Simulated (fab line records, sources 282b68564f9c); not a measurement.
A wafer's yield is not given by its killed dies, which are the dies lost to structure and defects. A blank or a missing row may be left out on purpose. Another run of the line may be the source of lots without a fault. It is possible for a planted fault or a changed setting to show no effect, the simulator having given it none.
Which tool did it? | flow ritCmos | 13 lots, 39 wafers sampled, at 2 steps of a route of 202

## WHAT THE GAUGES READ, wafer by wafer
RIT_SPACER_THK_MEAS_04. Usual: SPACER_NITRIDE_THK 251.2 nm, standard deviation 2.4.
lot  | measured    | on           | SPACER_NITRIDE_THK (nm)             | flag
L436 | day 3 03:14 | filmMetro-02 | 253.4 253.6 253.3                   | 
L437 | day 3 05:56 | filmMetro-02 | 250.9 249.7 249.4                   | 
L439 | day 3 13:20 | filmMetro-01 | 249.1 249.1 250.4                   | 
L440 | day 3 19:48 | filmMetro-03 | 251.6 249.7 247.7                   | 
L442 | day 4 11:19 | filmMetro-03 | 247.4 249.3 248.5                   | 
L443 | day 4 15:10 | filmMetro-01 | 253.6 251.4 252.0                   | 
L444 | day 4 15:11 | filmMetro-02 | 249.5 250.2 249.1                   | 
L445 | day 4 23:38 | filmMetro-03 | 250.2 251.0 249.2                   | 
L446 | day 5 05:52 | filmMetro-02 | 420.2 420.7 420.2 420.0 420.9 420.1 | OFF
L448 | day 5 13:55 | filmMetro-02 | 250.1 251.0 246.8                   | 
L455 | day 6 23:32 | filmMetro-02 | 248.4 247.2 248.9                   | 
L456 | day 7 07:09 | filmMetro-03 | 251.3 251.6 249.7                   | 
L459 | day 7 21:24 | filmMetro-03 | 252.1 253.8 250.4                   | 

## WHAT TOOL EACH LOT RAN ON (gives the tool, then ch and the chambers of the sampled wafers, and finally the start)
lot  | RIT_SPACER_CVD_03
L436 | lpcvd-01 ch 1, day 3 00:22
L437 | lpcvd-01 ch 1, day 3 03:59
L439 | lpcvd-01 ch 1, day 3 11:23
L440 | lpcvd-02 ch 0, day 3 16:56
L442 | lpcvd-02 ch 1, day 4 09:23
L443 | lpcvd-01 ch 0, day 4 13:15
L444 | lpcvd-01 ch 1, day 4 13:15
L445 | lpcvd-01 ch 0, day 4 21:43
L446 | lpcvd-01 ch 0, day 5 03:56
L448 | lpcvd-02 ch 0, day 5 11:59
L455 | lpcvd-02 ch 0, day 6 21:36
L456 | lpcvd-02 ch 0, day 7 05:13
L459 | lpcvd-02 ch 1, day 7 19:29
- RIT_SPACER_CVD_03: deposits Si3N4 from SiH2Cl2/NH3, target thk 250 nm, time 3300 s.

## AS READ BY THE TOOLS THEMSELVES (means over the sampled wafers that have a number; for cases with no such wafer, the mark the record gives instead)
RIT_SPACER_CVD_03. Usual: spikeTcCentreC 811.3 C, standard deviation 1.1; spikeTcLoadC 836.8 C, standard deviation 2.2; spikeTcSourceC 833.0 C, standard deviation 2.2; susceptorTempC 810.0 C, standard deviation 0.36; zonePowerLoadPct 22.7 %, standard deviation 0.45; zonePowerSourcePct 20.6 %, standard deviation 1.3.
lot  | tool     | spikeTcCentreC (C) | spikeTcLoadC (C) | spikeTcSourceC (C) | susceptorTempC (C) | zonePowerLoadPct (%) | zonePowerSourcePct (%) | flag
L436 | lpcvd-01 | 811.8              | 837.9            | 834.3              | 810.2              | 23.0                 | 19.4                   | 
L437 | lpcvd-01 | 811.9              | 839.3            | 833.5              | 809.9              | 23.0                 | 19.9                   | 
L439 | lpcvd-01 | 812.0              | 839.6            | 833.0              | 810.3              | 23.0                 | 19.7                   | 
L440 | lpcvd-02 | 809.6              | 834.9            | 836.0              | 810.1              | 22.7                 | 19.9                   | 
L442 | lpcvd-02 | 809.9              | 833.4            | 831.1              | 809.6              | 23.2                 | 23.0                   | 
L443 | lpcvd-01 | 811.1              | 836.7            | 830.6              | 810.0              | 22.2                 | 22.0                   | 
L444 | lpcvd-01 | 812.2              | 838.5            | 834.5              | 810.3              | 23.0                 | 19.7                   | 
L445 | lpcvd-01 | 811.2              | 837.7            | 830.0              | 810.2              | 22.0                 | 22.3                   | 
L446 | lpcvd-01 | 859.2              | 886.4            | 877.9              | 858.4              | 25.2                 | 25.2                   | OFF
L448 | lpcvd-02 | 810.9              | 835.2            | 835.5              | 809.9              | 22.4                 | 19.8                   | 
L455 | lpcvd-02 | 811.1              | 834.4            | 835.3              | 809.5              | 22.5                 | 20.0                   | 
L456 | lpcvd-02 | 811.7              | 833.9            | 835.8              | 810.4              | 22.8                 | 19.9                   | 
L459 | lpcvd-02 | 809.5              | 833.2            | 831.1              | 809.6              | 23.3                 | 23.3                   | 

## THE ANSWER, worked out from the rows above alone
Rule: lot off if the mean of its wafers having a number is beyond 3 standard deviations from the usual mean. Also off: a lot with no number at a reading for which 4 or more lots have one. Where the step has rows for the other lots, those lots are counted as sound. Order of review: gauges by route order, followed by the tools' own readings, for which a lot's mean as printed above is used. At the first step where some lot is off, the reading lying furthest off is the one used; lots without a number count as furthest.
Off: at RIT_SPACER_THK_MEAS_04 (SPACER_NITRIDE_THK), L446.
If a tool, at a process step before that reading, ran all the lots that are off and no sound lot after the first of them, it fits. The gauges at RIT_SPACER_THK_MEAS_04 aren't tried: what is off there is off at RIT_SPACER_CVD_03 too, on other tools, and a gauge's error can't cause that. One fits: lpcvd-01 at RIT_SPACER_CVD_03. A fault onset in the window from L445 (day 4 21:43, its last sound lot) to L446 (day 5 03:56, its first lot off) fits.
The tool's own readings at RIT_SPACER_CVD_03 bear it out: on the lots that are off they differ by more than 5 times the standard deviation of the sound lots' means. spikeTcCentreC reads 859.2 C there against 811.1 C on the sound lots; spikeTcLoadC reads 886.4 C there against 836.2 C on the sound lots; spikeTcSourceC reads 877.9 C there against 833.4 C on the sound lots; susceptorTempC reads 858.4 C there against 810.0 C on the sound lots; zonePowerLoadPct reads 25.2 % there against 22.8 % on the sound lots.

## WHAT HAD BEEN PUT IN BY THE SIMULATOR
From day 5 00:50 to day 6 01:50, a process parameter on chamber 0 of lpcvd-01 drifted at RIT_SPACER_CVD_03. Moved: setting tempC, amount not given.
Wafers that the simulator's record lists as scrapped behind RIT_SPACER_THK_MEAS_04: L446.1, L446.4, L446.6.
Lots struck among those shown: L446. This agrees with what the rule above found.
